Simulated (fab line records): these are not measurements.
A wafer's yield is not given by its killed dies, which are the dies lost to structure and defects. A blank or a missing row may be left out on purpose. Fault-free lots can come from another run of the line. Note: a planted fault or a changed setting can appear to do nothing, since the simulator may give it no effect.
fab line records || flow berkeley_cmos170 || part 2 of 2: steps 27 to 36 of 36
record: {"lots": 5, "wafers": 15, "last_day": 12}
route steps=331 shown ACTIVE@70 PFIELD@79 FIELD@89 SACOX@97 SCREENOX@100 NVT@104
lots untouched by any fault: they come from a run of this same line in which no faults occurred
start_h: hours from the record's first day to the start of the lot's first wafer shown || wait_h: hours since the lot's step before || " identical to the entry in the row above || L1.1+2: a row that stands for several wafers || - no value, or no start was given || * or withheld: withheld || < > ~ a bound
route shown NAME@n: NAME is a module with steps in the file, n the number in the route of the first one || usual: mean and standard deviation over wafers with no fault || same: alike in all rows || chamber/n: place in a boat || sites: per-site readings || _std_site: how widely they spread, as a standard deviation || _edge_site: the outer-site mean with the inner-site mean subtracted || radius_mm: for every site, how far away it sits from the centre of the wafer || mask NAME#n: copy n || behind: the most recent tool/chamber to have shaped the wafer || hold: cause of the lot's hold/its duration in hours/its outcome || device: names the non-switching transistor (n, p or np) || end of line: tests of these same wafers at the route's end || where a step has no rows: the recipe by itself || killed: the dies lost at the first sort to structure and to defects; this is not the yield of the wafer || map: dies across one wafer; x = killed, . = not, _ = none there
set.NAME: the run value of the setting; set.NAME@STEP: its run value at that earlier step || model.NAME: the simulator's own value behind a step, which no gauge read
lots at selected steps of the route; one table per step, one row per wafer
services: when a tool's chamber went out of use (start_h, in hours from the record's first day, below 0 if earlier), for how many hours, and the reason
== steps ==
step: UCB170_FIELD_THK_MEAS_90
recipe: {"reads": "SiO2_of_FIELD_OXIDATION_01"}
usual: {"FIELD_OXIDE_LEFT_1_THK": "442/11"}
{"lot.wafer": "L077.1", "tool": "film_metro-02", "chamber": "-", "start_h": 127.09, "wait_h": 0.1, "FIELD_OXIDE_LEFT_1_THK[nm]": 429}
{"lot.wafer": "L077.4", "tool": "film_metro-02", "chamber": "-", "start_h": 127.09, "wait_h": 0.1, "FIELD_OXIDE_LEFT_1_THK[nm]": 428}
{"lot.wafer": "L077.6", "tool": "film_metro-02", "chamber": "-", "start_h": 127.09, "wait_h": 0.1, "FIELD_OXIDE_LEFT_1_THK[nm]": 430}
{"lot.wafer": "L082.4", "tool": "film_metro-04", "chamber": "-", "start_h": 149.77, "wait_h": 0.0, "FIELD_OXIDE_LEFT_1_THK[nm]": 464}
{"lot.wafer": "L082.5", "tool": "film_metro-04", "chamber": "-", "start_h": 149.77, "wait_h": 0.0, "FIELD_OXIDE_LEFT_1_THK[nm]": 464}
{"lot.wafer": "L082.6", "tool": "film_metro-04", "chamber": "-", "start_h": 149.77, "wait_h": 0.0, "FIELD_OXIDE_LEFT_1_THK[nm]": 460}
{"lot.wafer": "L088.1", "tool": "film_metro-03", "chamber": "-", "start_h": 174.39, "wait_h": 0.0, "FIELD_OXIDE_LEFT_1_THK[nm]": 433}
{"lot.wafer": "L088.3", "tool": "film_metro-03", "chamber": "-", "start_h": 174.39, "wait_h": 0.0, "FIELD_OXIDE_LEFT_1_THK[nm]": 438}
{"lot.wafer": "L088.5", "tool": "film_metro-03", "chamber": "-", "start_h": 174.39, "wait_h": 0.0, "FIELD_OXIDE_LEFT_1_THK[nm]": 436}
{"lot.wafer": "L089.2", "tool": "film_metro-04", "chamber": "-", "start_h": 174.40, "wait_h": 0.0, "FIELD_OXIDE_LEFT_1_THK[nm]": 421}
{"lot.wafer": "L089.3", "tool": "film_metro-04", "chamber": "-", "start_h": 174.40, "wait_h": 0.0, "FIELD_OXIDE_LEFT_1_THK[nm]": 429}
{"lot.wafer": "L089.5", "tool": "film_metro-04", "chamber": "-", "start_h": 174.40, "wait_h": 0.0, "FIELD_OXIDE_LEFT_1_THK[nm]": 434}
{"lot.wafer": "L090.1", "tool": "film_metro-04", "chamber": "-", "start_h": 199.02, "wait_h": 0.1, "FIELD_OXIDE_LEFT_1_THK[nm]": 445}
{"lot.wafer": "L090.3", "tool": "film_metro-04", "chamber": "-", "start_h": 199.02, "wait_h": 0.1, "FIELD_OXIDE_LEFT_1_THK[nm]": 452}
{"lot.wafer": "L090.6", "tool": "film_metro-04", "chamber": "-", "start_h": 199.02, "wait_h": 0.1, "FIELD_OXIDE_LEFT_1_THK[nm]": 447}
step: UCB170_SACOX_CLEAN_00
recipe: {"chemistry": "dHF", "dilution": "25:1", "time_s": 7.5}
{"lot.wafer": "L077.1+4+6", "tool": "wet_bench-04", "chamber": 2, "start_h": 127.15, "wait_h": 0.1}
{"lot.wafer": "L082.4+5+6", "tool": "wet_bench-04", "chamber": 1, "start_h": 149.80, "wait_h": 0.0}
{"lot.wafer": "L088.1+3+5", "tool": "wet_bench-04", "chamber": 0, "start_h": 174.45, "wait_h": 0.1}
{"lot.wafer": "L089.2+3+5", "tool": "wet_bench-04", "chamber": 1, "start_h": 174.45, "wait_h": 0.0}
{"lot.wafer": "L090.1+3+6", "tool": "wet_bench-01", "chamber": 3, "start_h": 199.08, "wait_h": 0.1}
step: UCB170_SACOX_OXIDATION_01
recipe: {"temp_c": 900, "ambient": "O2", "target_thk_a": 144, "ox_time_s": 2400}
usual: {"ox_temp_c_max": "903.8/0.76", "tube_center_temp_C": "900/0.084"}
{"lot.wafer": "L077.1", "tool": "furnace-02", "chamber": 0, "start_h": 131.77, "wait_h": 4.6, "ox_temp_c_max": 903.2, "tube_center_temp_C": 900.02}
{"lot.wafer": "L077.4", "tool": "furnace-02", "chamber": 0, "start_h": 131.77, "wait_h": 4.6, "ox_temp_c_max": 902.5, "tube_center_temp_C": 900.07}
{"lot.wafer": "L077.6", "tool": "furnace-02", "chamber": 0, "start_h": 131.77, "wait_h": 4.6, "ox_temp_c_max": 903.6, "tube_center_temp_C": 899.9}
{"lot.wafer": "L082.4", "tool": "furnace-04", "chamber": 0, "start_h": 152.89, "wait_h": 3.1, "ox_temp_c_max": 903.9, "tube_center_temp_C": 899.94}
{"lot.wafer": "L082.5", "tool": "furnace-04", "chamber": 0, "start_h": 152.89, "wait_h": 3.1, "ox_temp_c_max": 905.2, "tube_center_temp_C": 900}
{"lot.wafer": "L082.6", "tool": "furnace-04", "chamber": 0, "start_h": 152.89, "wait_h": 3.1, "ox_temp_c_max": 903.3, "tube_center_temp_C": 899.94}
{"lot.wafer": "L088.1", "tool": "furnace-01", "chamber": 0, "start_h": 176.86, "wait_h": 2.4, "ox_temp_c_max": 904.0, "tube_center_temp_C": 899.99}
{"lot.wafer": "L088.3", "tool": "furnace-01", "chamber": 0, "start_h": 176.86, "wait_h": 2.4, "ox_temp_c_max": 905.7, "tube_center_temp_C": 900.07}
{"lot.wafer": "L088.5", "tool": "furnace-01", "chamber": 0, "start_h": 176.86, "wait_h": 2.4, "ox_temp_c_max": 904.2, "tube_center_temp_C": 900.01}
{"lot.wafer": "L089.2", "tool": "furnace-01", "chamber": 0, "start_h": 176.86, "wait_h": 2.4, "ox_temp_c_max": 904.7, "tube_center_temp_C": 900.09}
{"lot.wafer": "L089.3", "tool": "furnace-01", "chamber": 0, "start_h": 176.86, "wait_h": 2.4, "ox_temp_c_max": 904.3, "tube_center_temp_C": 900.12}
{"lot.wafer": "L089.5", "tool": "furnace-01", "chamber": 0, "start_h": 176.86, "wait_h": 2.4, "ox_temp_c_max": 903.8, "tube_center_temp_C": 899.74}
{"lot.wafer": "L090.1", "tool": "furnace-01", "chamber": 0, "start_h": 202.14, "wait_h": 3.0, "ox_temp_c_max": 903.3, "tube_center_temp_C": 899.98}
{"lot.wafer": "L090.3", "tool": "furnace-01", "chamber": 0, "start_h": 202.14, "wait_h": 3.0, "ox_temp_c_max": 905.3, "tube_center_temp_C": 899.93}
{"lot.wafer": "L090.6", "tool": "furnace-01", "chamber": 0, "start_h": 202.14, "wait_h": 3.0, "ox_temp_c_max": 903.6, "tube_center_temp_C": 899.97}
step: UCB170_SACOX_THK_MEAS_02
recipe: {"reads": "SiO2_of_SACOX_OXIDATION_01"}
usual: {"SACOX_OXIDE_THK": "14.15/0.29"}
{"lot.wafer": "L077.1", "tool": "film_metro-04", "chamber": "-", "start_h": 133.43, "wait_h": 0.0, "SACOX_OXIDE_THK[nm]": 14.12}
{"lot.wafer": "L077.4", "tool": "film_metro-04", "chamber": "-", "start_h": 133.43, "wait_h": 0.0, "SACOX_OXIDE_THK[nm]": 14.23}
{"lot.wafer": "L077.6", "tool": "film_metro-04", "chamber": "-", "start_h": 133.43, "wait_h": 0.0, "SACOX_OXIDE_THK[nm]": 14.08}
{"lot.wafer": "L082.4", "tool": "film_metro-01", "chamber": "-", "start_h": 154.58, "wait_h": 0.0, "SACOX_OXIDE_THK[nm]": 14.27}
{"lot.wafer": "L082.5", "tool": "film_metro-01", "chamber": "-", "start_h": 154.58, "wait_h": 0.0, "SACOX_OXIDE_THK[nm]": 14.17}
{"lot.wafer": "L082.6", "tool": "film_metro-01", "chamber": "-", "start_h": 154.58, "wait_h": 0.0, "SACOX_OXIDE_THK[nm]": 14.19}
{"lot.wafer": "L088.1", "tool": "film_metro-04", "chamber": "-", "start_h": 178.53, "wait_h": 0.0, "SACOX_OXIDE_THK[nm]": 14.46}
{"lot.wafer": "L088.3", "tool": "film_metro-04", "chamber": "-", "start_h": 178.53, "wait_h": 0.0, "SACOX_OXIDE_THK[nm]": 14.18}
{"lot.wafer": "L088.5", "tool": "film_metro-04", "chamber": "-", "start_h": 178.53, "wait_h": 0.0, "SACOX_OXIDE_THK[nm]": 14.35}
{"lot.wafer": "L089.2", "tool": "film_metro-02", "chamber": "-", "start_h": 178.64, "wait_h": 0.1, "SACOX_OXIDE_THK[nm]": 14.04}
{"lot.wafer": "L089.3", "tool": "film_metro-02", "chamber": "-", "start_h": 178.64, "wait_h": 0.1, "SACOX_OXIDE_THK[nm]": 14.03}
{"lot.wafer": "L089.5", "tool": "film_metro-02", "chamber": "-", "start_h": 178.64, "wait_h": 0.1, "SACOX_OXIDE_THK[nm]": 13.86}
{"lot.wafer": "L090.1", "tool": "film_metro-02", "chamber": "-", "start_h": 203.81, "wait_h": 0.0, "SACOX_OXIDE_THK[nm]": 13.81}
{"lot.wafer": "L090.3", "tool": "film_metro-02", "chamber": "-", "start_h": 203.81, "wait_h": 0.0, "SACOX_OXIDE_THK[nm]": 14.06}
{"lot.wafer": "L090.6", "tool": "film_metro-02", "chamber": "-", "start_h": 203.81, "wait_h": 0.0, "SACOX_OXIDE_THK[nm]": 14.22}
step: UCB170_SCREENOX_WET_ETCH_00
recipe: {"chemistry": "dHF", "dilution": "25:1", "target": "SiO2", "temp_c": 25, "time_s": 200}
{"lot.wafer": "L077.1+4+6", "tool": "wet_bench-04", "chamber": 0, "start_h": 133.60, "wait_h": 0.2}
{"lot.wafer": "L082.4+5+6", "tool": "wet_bench-02", "chamber": 2, "start_h": 154.61, "wait_h": 0.0}
{"lot.wafer": "L088.1+3+5", "tool": "wet_bench-02", "chamber": 0, "start_h": 178.59, "wait_h": 0.1}
{"lot.wafer": "L089.2+3+5", "tool": "wet_bench-04", "chamber": 3, "start_h": 178.74, "wait_h": 0.1}
{"lot.wafer": "L090.1+3+6", "tool": "wet_bench-04", "chamber": 1, "start_h": 203.93, "wait_h": 0.1}
step: UCB170_SCREENOX_OXIDATION_01
recipe: {"temp_c": 900, "ambient": "O2", "target_thk_a": 144, "ox_time_s": 2400}
usual: {"ox_temp_c_max": "903.6/0.68", "tube_center_temp_C": "900/0.074"}
{"lot.wafer": "L077.1", "tool": "furnace-02", "chamber": 0, "start_h": 138.18, "wait_h": 4.5, "ox_temp_c_max": 904.6, "tube_center_temp_C": 900.07}
{"lot.wafer": "L077.4", "tool": "furnace-02", "chamber": 0, "start_h": 138.18, "wait_h": 4.5, "ox_temp_c_max": 903.2, "tube_center_temp_C": 900.03}
{"lot.wafer": "L077.6", "tool": "furnace-02", "chamber": 0, "start_h": 138.18, "wait_h": 4.5, "ox_temp_c_max": 903.4, "tube_center_temp_C": 899.96}
{"lot.wafer": "L082.4", "tool": "furnace-02", "chamber": 0, "start_h": 158.23, "wait_h": 3.6, "ox_temp_c_max": 904.6, "tube_center_temp_C": 900.06}
{"lot.wafer": "L082.5", "tool": "furnace-02", "chamber": 0, "start_h": 158.23, "wait_h": 3.6, "ox_temp_c_max": 903.1, "tube_center_temp_C": 900.02}
{"lot.wafer": "L082.6", "tool": "furnace-02", "chamber": 0, "start_h": 158.23, "wait_h": 3.6, "ox_temp_c_max": 903.5, "tube_center_temp_C": 900.06}
{"lot.wafer": "L088.1", "tool": "furnace-02", "chamber": 0, "start_h": 182.45, "wait_h": 3.8, "ox_temp_c_max": 902.9, "tube_center_temp_C": 899.86}
{"lot.wafer": "L088.3", "tool": "furnace-02", "chamber": 0, "start_h": 182.45, "wait_h": 3.8, "ox_temp_c_max": 903.8, "tube_center_temp_C": 900.07}
{"lot.wafer": "L088.5", "tool": "furnace-02", "chamber": 0, "start_h": 182.45, "wait_h": 3.8, "ox_temp_c_max": 902.3, "tube_center_temp_C": 899.99}
{"lot.wafer": "L089.2", "tool": "furnace-02", "chamber": 0, "start_h": 182.45, "wait_h": 3.6, "ox_temp_c_max": 904.2, "tube_center_temp_C": 899.97}
{"lot.wafer": "L089.3", "tool": "furnace-02", "chamber": 0, "start_h": 182.45, "wait_h": 3.6, "ox_temp_c_max": 903.9, "tube_center_temp_C": 900.05}
{"lot.wafer": "L089.5", "tool": "furnace-02", "chamber": 0, "start_h": 182.45, "wait_h": 3.6, "ox_temp_c_max": 903.1, "tube_center_temp_C": 899.87}
{"lot.wafer": "L090.1", "tool": "furnace-02", "chamber": 0, "start_h": 208.95, "wait_h": 5.0, "ox_temp_c_max": 903.9, "tube_center_temp_C": 900.09}
{"lot.wafer": "L090.3", "tool": "furnace-02", "chamber": 0, "start_h": 208.95, "wait_h": 5.0, "ox_temp_c_max": 904.3, "tube_center_temp_C": 899.96}
{"lot.wafer": "L090.6", "tool": "furnace-02", "chamber": 0, "start_h": 208.95, "wait_h": 5.0, "ox_temp_c_max": 904.4, "tube_center_temp_C": 900.04}
step: UCB170_SCREENOX_THK_MEAS_02
recipe: {"reads": "SiO2_of_SCREENOX_OXIDATION_01"}
usual: {"SCREENOX_OXIDE_THK": "14.25/0.26"}
{"lot.wafer": "L077.1", "tool": "film_metro-01", "chamber": "-", "start_h": 139.85, "wait_h": 0.0, "SCREENOX_OXIDE_THK[nm]": 14.41}
{"lot.wafer": "L077.4", "tool": "film_metro-01", "chamber": "-", "start_h": 139.85, "wait_h": 0.0, "SCREENOX_OXIDE_THK[nm]": 14.16}
{"lot.wafer": "L077.6", "tool": "film_metro-01", "chamber": "-", "start_h": 139.85, "wait_h": 0.0, "SCREENOX_OXIDE_THK[nm]": 13.94}
{"lot.wafer": "L082.4", "tool": "film_metro-04", "chamber": "-", "start_h": 159.93, "wait_h": 0.0, "SCREENOX_OXIDE_THK[nm]": 14.25}
{"lot.wafer": "L082.5", "tool": "film_metro-04", "chamber": "-", "start_h": 159.93, "wait_h": 0.0, "SCREENOX_OXIDE_THK[nm]": 14.38}
{"lot.wafer": "L082.6", "tool": "film_metro-04", "chamber": "-", "start_h": 159.93, "wait_h": 0.0, "SCREENOX_OXIDE_THK[nm]": 14.51}
{"lot.wafer": "L088.1", "tool": "film_metro-04", "chamber": "-", "start_h": 184.12, "wait_h": 0.0, "SCREENOX_OXIDE_THK[nm]": 14.12}
{"lot.wafer": "L088.3", "tool": "film_metro-04", "chamber": "-", "start_h": 184.12, "wait_h": 0.0, "SCREENOX_OXIDE_THK[nm]": 14.30}
{"lot.wafer": "L088.5", "tool": "film_metro-04", "chamber": "-", "start_h": 184.12, "wait_h": 0.0, "SCREENOX_OXIDE_THK[nm]": 14.11}
{"lot.wafer": "L089.2", "tool": "film_metro-01", "chamber": "-", "start_h": 184.19, "wait_h": 0.1, "SCREENOX_OXIDE_THK[nm]": 14.12}
{"lot.wafer": "L089.3", "tool": "film_metro-01", "chamber": "-", "start_h": 184.19, "wait_h": 0.1, "SCREENOX_OXIDE_THK[nm]": 14.41}
{"lot.wafer": "L089.5", "tool": "film_metro-01", "chamber": "-", "start_h": 184.19, "wait_h": 0.1, "SCREENOX_OXIDE_THK[nm]": 14.09}
{"lot.wafer": "L090.1", "tool": "film_metro-01", "chamber": "-", "start_h": 210.73, "wait_h": 0.1, "SCREENOX_OXIDE_THK[nm]": 14.66}
{"lot.wafer": "L090.3", "tool": "film_metro-01", "chamber": "-", "start_h": 210.73, "wait_h": 0.1, "SCREENOX_OXIDE_THK[nm]": 14.73}
{"lot.wafer": "L090.6", "tool": "film_metro-01", "chamber": "-", "start_h": 210.73, "wait_h": 0.1, "SCREENOX_OXIDE_THK[nm]": 14.46}
step: UCB170_SCREENOX_ANNEAL_03
recipe: {"temp_c": 900, "time_s": 900, "ambient": "N2"}
usual: {"tube_center_temp_C": "900/0.085"}
{"lot.wafer": "L077.1", "tool": "furnace-04", "chamber": 0, "start_h": 140.30, "wait_h": 0.4, "tube_center_temp_C": 900.2}
{"lot.wafer": "L077.4", "tool": "furnace-04", "chamber": 0, "start_h": 140.30, "wait_h": 0.4, "tube_center_temp_C": 899.98}
{"lot.wafer": "L077.6", "tool": "furnace-04", "chamber": 0, "start_h": 140.30, "wait_h": 0.4, "tube_center_temp_C": 900}
{"lot.wafer": "L082.4", "tool": "furnace-02", "chamber": 0, "start_h": 163.75, "wait_h": 3.8, "tube_center_temp_C": 900.05}
{"lot.wafer": "L082.5", "tool": "furnace-02", "chamber": 0, "start_h": 163.75, "wait_h": 3.8, "tube_center_temp_C": 899.97}
{"lot.wafer": "L082.6", "tool": "furnace-02", "chamber": 0, "start_h": 163.75, "wait_h": 3.8, "tube_center_temp_C": 900.07}
{"lot.wafer": "L088.1", "tool": "furnace-01", "chamber": 0, "start_h": 187.48, "wait_h": 3.4, "tube_center_temp_C": 900}
{"lot.wafer": "L088.3", "tool": "furnace-01", "chamber": 0, "start_h": 187.48, "wait_h": 3.4, "tube_center_temp_C": 900}
{"lot.wafer": "L088.5", "tool": "furnace-01", "chamber": 0, "start_h": 187.48, "wait_h": 3.4, "tube_center_temp_C": 900.02}
{"lot.wafer": "L089.2", "tool": "furnace-01", "chamber": 0, "start_h": 187.48, "wait_h": 3.3, "tube_center_temp_C": 899.99}
{"lot.wafer": "L089.3", "tool": "furnace-01", "chamber": 0, "start_h": 187.48, "wait_h": 3.3, "tube_center_temp_C": 899.94}
{"lot.wafer": "L089.5", "tool": "furnace-01", "chamber": 0, "start_h": 187.48, "wait_h": 3.3, "tube_center_temp_C": 899.78}
{"lot.wafer": "L090.1", "tool": "furnace-04", "chamber": 0, "start_h": 214.40, "wait_h": 3.7, "tube_center_temp_C": 900.09}
{"lot.wafer": "L090.3", "tool": "furnace-04", "chamber": 0, "start_h": 214.40, "wait_h": 3.7, "tube_center_temp_C": 899.94}
{"lot.wafer": "L090.6", "tool": "furnace-04", "chamber": 0, "start_h": 214.40, "wait_h": 3.7, "tube_center_temp_C": 900.04}
step: UCB170_NVT_HMDS_00
recipe: {"prime_time_s": 60, "prime_temp_c": 100}
usual: {"chill_plate_temp_C": "23.00/0.082", "exhaust_pa": "45.1/0.81"}
{"lot.wafer": "L077.1", "tool": "litho_track-04", "chamber": 0, "start_h": 142.14, "wait_h": 0.6, "chill_plate_temp_C": 22.91, "exhaust_pa": 44.8}
{"lot.wafer": "L077.4", "tool": "litho_track-04", "chamber": 0, "start_h": 142.14, "wait_h": 0.6, "chill_plate_temp_C": 22.90, "exhaust_pa": 45.4}
{"lot.wafer": "L077.6", "tool": "litho_track-04", "chamber": 0, "start_h": 142.14, "wait_h": 0.6, "chill_plate_temp_C": 22.93, "exhaust_pa": 44.9}
{"lot.wafer": "L082.4", "tool": "litho_track-01", "chamber": 0, "start_h": 165.17, "wait_h": 0.2, "chill_plate_temp_C": 22.97, "exhaust_pa": 44.8}
{"lot.wafer": "L082.5", "tool": "litho_track-01", "chamber": 0, "start_h": 165.17, "wait_h": 0.2, "chill_plate_temp_C": 22.96, "exhaust_pa": 44.9}
{"lot.wafer": "L082.6", "tool": "litho_track-01", "chamber": 0, "start_h": 165.17, "wait_h": 0.2, "chill_plate_temp_C": 23.02, "exhaust_pa": 45.1}
{"lot.wafer": "L088.1", "tool": "litho_track-03", "chamber": 0, "start_h": 189.14, "wait_h": 0.4, "chill_plate_temp_C": 22.85, "exhaust_pa": 46.0}
{"lot.wafer": "L088.3", "tool": "litho_track-03", "chamber": 0, "start_h": 189.14, "wait_h": 0.4, "chill_plate_temp_C": 22.88, "exhaust_pa": 46.1}
{"lot.wafer": "L088.5", "tool": "litho_track-03", "chamber": 0, "start_h": 189.14, "wait_h": 0.4, "chill_plate_temp_C": 22.99, "exhaust_pa": 44.3}
{"lot.wafer": "L089.2", "tool": "litho_track-01", "chamber": 0, "start_h": 189.17, "wait_h": 0.4, "chill_plate_temp_C": 23.10, "exhaust_pa": 43.7}
{"lot.wafer": "L089.3", "tool": "litho_track-01", "chamber": 0, "start_h": 189.17, "wait_h": 0.4, "chill_plate_temp_C": 22.95, "exhaust_pa": 45.2}
{"lot.wafer": "L089.5", "tool": "litho_track-01", "chamber": 0, "start_h": 189.17, "wait_h": 0.4, "chill_plate_temp_C": 22.96, "exhaust_pa": 44.4}
{"lot.wafer": "L090.1", "tool": "litho_track-03", "chamber": 0, "start_h": 215.83, "wait_h": 0.2, "chill_plate_temp_C": 23.01, "exhaust_pa": 44.2}
{"lot.wafer": "L090.3", "tool": "litho_track-03", "chamber": 0, "start_h": 215.83, "wait_h": 0.2, "chill_plate_temp_C": 23.00, "exhaust_pa": 45.3}
{"lot.wafer": "L090.6", "tool": "litho_track-03", "chamber": 0, "start_h": 215.83, "wait_h": 0.2, "chill_plate_temp_C": 22.99, "exhaust_pa": 45.6}
step: UCB170_NVT_COAT_01
recipe: {"resist": "KrF", "spin_rpm": 1500, "resist_thk_nm": 900}
usual: {"chill_plate_temp_C": "22.99/0.11", "exhaust_pa": "44.7/0.84"}
{"lot.wafer": "L077.1", "tool": "litho_track-04", "chamber": 0, "start_h": 142.29, "wait_h": 0.1, "chill_plate_temp_C": 22.98, "exhaust_pa": 44.8}
{"lot.wafer": "L077.4", "tool": "litho_track-04", "chamber": 0, "start_h": 142.29, "wait_h": 0.1, "chill_plate_temp_C": 22.85, "exhaust_pa": 44.6}
{"lot.wafer": "L077.6", "tool": "litho_track-04", "chamber": 0, "start_h": 142.29, "wait_h": 0.1, "chill_plate_temp_C": 22.97, "exhaust_pa": 44.1}
{"lot.wafer": "L082.4", "tool": "litho_track-01", "chamber": 0, "start_h": 165.32, "wait_h": 0.1, "chill_plate_temp_C": 23.03, "exhaust_pa": 45.3}
{"lot.wafer": "L082.5", "tool": "litho_track-01", "chamber": 0, "start_h": 165.32, "wait_h": 0.1, "chill_plate_temp_C": 23.07, "exhaust_pa": 44.9}
{"lot.wafer": "L082.6", "tool": "litho_track-01", "chamber": 0, "start_h": 165.32, "wait_h": 0.1, "chill_plate_temp_C": 22.96, "exhaust_pa": 45.2}
{"lot.wafer": "L088.1", "tool": "litho_track-03", "chamber": 0, "start_h": 189.29, "wait_h": 0.1, "chill_plate_temp_C": 23.05, "exhaust_pa": 44.8}
{"lot.wafer": "L088.3", "tool": "litho_track-03", "chamber": 0, "start_h": 189.29, "wait_h": 0.1, "chill_plate_temp_C": 23.00, "exhaust_pa": 46.3}
{"lot.wafer": "L088.5", "tool": "litho_track-03", "chamber": 0, "start_h": 189.29, "wait_h": 0.1, "chill_plate_temp_C": 23.06, "exhaust_pa": 44.6}
{"lot.wafer": "L089.2", "tool": "litho_track-01", "chamber": 0, "start_h": 189.32, "wait_h": 0.1, "chill_plate_temp_C": 22.97, "exhaust_pa": 43.4}
{"lot.wafer": "L089.3", "tool": "litho_track-01", "chamber": 0, "start_h": 189.32, "wait_h": 0.1, "chill_plate_temp_C": 22.77, "exhaust_pa": 44.4}
{"lot.wafer": "L089.5", "tool": "litho_track-01", "chamber": 0, "start_h": 189.32, "wait_h": 0.1, "chill_plate_temp_C": 22.99, "exhaust_pa": 43.6}
{"lot.wafer": "L090.1", "tool": "litho_track-03", "chamber": 0, "start_h": 215.98, "wait_h": 0.1, "chill_plate_temp_C": 22.97, "exhaust_pa": 44.7}
{"lot.wafer": "L090.3", "tool": "litho_track-03", "chamber": 0, "start_h": 215.98, "wait_h": 0.1, "chill_plate_temp_C": 22.82, "exhaust_pa": 44.7}
{"lot.wafer": "L090.6", "tool": "litho_track-03", "chamber": 0, "start_h": 215.98, "wait_h": 0.1, "chill_plate_temp_C": 22.83, "exhaust_pa": 44.1}
== services ==
{"tool": "furnace-02", "chamber": "-", "start_h": 80.86, "hours": 3.1, "kind": "pm"}
{"tool": "krf_scanner-01", "chamber": "-", "start_h": 86.23, "hours": 2.6, "kind": "repair"}
{"tool": "krf_scanner-02", "chamber": "-", "start_h": 90.24, "hours": 1.0, "kind": "pm"}
{"tool": "implanter-03", "chamber": "-", "start_h": 90.59, "hours": 3.2, "kind": "repair"}
{"tool": "plasma_asher-01", "chamber": "-", "start_h": 108.75, "hours": 9.0, "kind": "pm"}
{"tool": "krf_scanner-01", "chamber": "-", "start_h": 110.38, "hours": 0.8, "kind": "pm"}
{"tool": "plasma_asher-03", "chamber": "-", "start_h": 114.89, "hours": 1.6, "kind": "repair"}
{"tool": "krf_scanner-02", "chamber": "-", "start_h": 117.25, "hours": 0.3, "kind": "repair"}
{"tool": "krf_scanner-01", "chamber": "-", "start_h": 117.68, "hours": 4.0, "kind": "pm"}
{"tool": "rie_diel-03", "chamber": 1, "start_h": 122.12, "hours": 5.5, "kind": "repair"}
{"tool": "krf_scanner-02", "chamber": "-", "start_h": 124.73, "hours": 0.8, "kind": "pm"}
{"tool": "rie_diel-03", "chamber": 0, "start_h": 125.75, "hours": 4.2, "kind": "repair"}
{"tool": "krf_scanner-01", "chamber": "-", "start_h": 136.18, "hours": 1.3, "kind": "pm"}
{"tool": "wet_bench-02", "chamber": "-", "start_h": 138.37, "hours": 4.4, "kind": "pm"}
{"tool": "krf_scanner-01", "chamber": "-", "start_h": 157.00, "hours": 1.0, "kind": "pm"}
{"tool": "krf_scanner-02", "chamber": "-", "start_h": 163.36, "hours": 2.2, "kind": "repair"}
{"tool": "rie_diel-03", "chamber": 1, "start_h": 166.90, "hours": 9.1, "kind": "repair"}
{"tool": "implanter-02", "chamber": "-", "start_h": 171.73, "hours": 14.9, "kind": "pm"}
{"tool": "rie_diel-04", "chamber": "-", "start_h": 184.90, "hours": 0.2, "kind": "repair"}
{"tool": "krf_scanner-02", "chamber": "-", "start_h": 194.39, "hours": 0.5, "kind": "repair"}
{"tool": "krf_scanner-01", "chamber": "-", "start_h": 197.38, "hours": 0.8, "kind": "pm"}
{"tool": "furnace-04", "chamber": "-", "start_h": 204.75, "hours": 3.2, "kind": "pm"}
{"tool": "rie_diel-04", "chamber": 1, "start_h": 208.21, "hours": 1.6, "kind": "repair"}
{"tool": "rie_diel-04", "chamber": "-", "start_h": 213.16, "hours": 0.7, "kind": "repair"}
